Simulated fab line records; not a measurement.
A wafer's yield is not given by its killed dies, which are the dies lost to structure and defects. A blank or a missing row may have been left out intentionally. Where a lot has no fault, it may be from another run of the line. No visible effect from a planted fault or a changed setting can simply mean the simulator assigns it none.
Which of the tools did it? | flow berkeley-cmos170 | 36 wafers sampled from 12 lots at 1 step of a route of 331

== WHAT THE GAUGES READ, wafer by wafer ==
UCB170_PSD_CD_MEAS_06: target cd 1200 nm.
lot  | measured     | on        | cd-nm (nm)
L076 | day 6 16:47  | cd-sem-01 | 1200.7 1200.7 1201.1
L077 | day 7 00:57  | cd-sem-02 | 1202.1 1200.8 1200.6
L078 | day 7 11:31  | cd-sem-02 | 1196.8 1195.3 1196.6
L080 | day 7 17:21  | cd-sem-02 | 1198.8 1199.7 1199.2
L086 | day 8 13:57  | cd-sem-01 | 1201.2 1200.3 1201.2
L083 | day 8 14:44  | cd-sem-01 | 1199.2 1200.4 1198.5
L087 | day 9 12:44  | cd-sem-02 | 1199.5 1200.2 1199.4
L088 | day 9 17:09  | cd-sem-02 | 1201.6 1201.0 1200.2
L091 | day 10 01:22 | cd-sem-01 | 1197.5 1196.9 1198.5
L092 | day 10 06:47 | cd-sem-01 | 1197.8 1198.4 1199.5
L094 | day 10 22:13 | cd-sem-01 | 1201.3 1200.9 1200.8
L097 | day 11 03:13 | cd-sem-02 | 1200.2 1201.5 1199.8

== EACH LOT AND THE TOOL THAT RAN IT (in order: tool; ch and the chambers of the sampled wafers; start) ==
The record shows no process step preceding these readings.

== THE ANSWER, worked out from the rows above alone ==
Rule: what is usual is taken from the lots themselves. Put in order of their means at a reading, lots are off if they are a third of the lots or fewer, leave a main group of 4 or more, and stand apart from it by a gap of 3 or more times the standard deviation of the main group's means; of several such gaps the widest counts. A main group is skipped when, at the precision printed for the reading in the tables above, its means are all equal. A lot without any number at a reading at which 4 lots or more have one is off too. Where the step has rows for the other lots, those lots are counted as sound.
No lot is off on any of the readings shown, so nothing can be concluded from this.

== WHAT THE SIMULATOR HAD INSERTED ==
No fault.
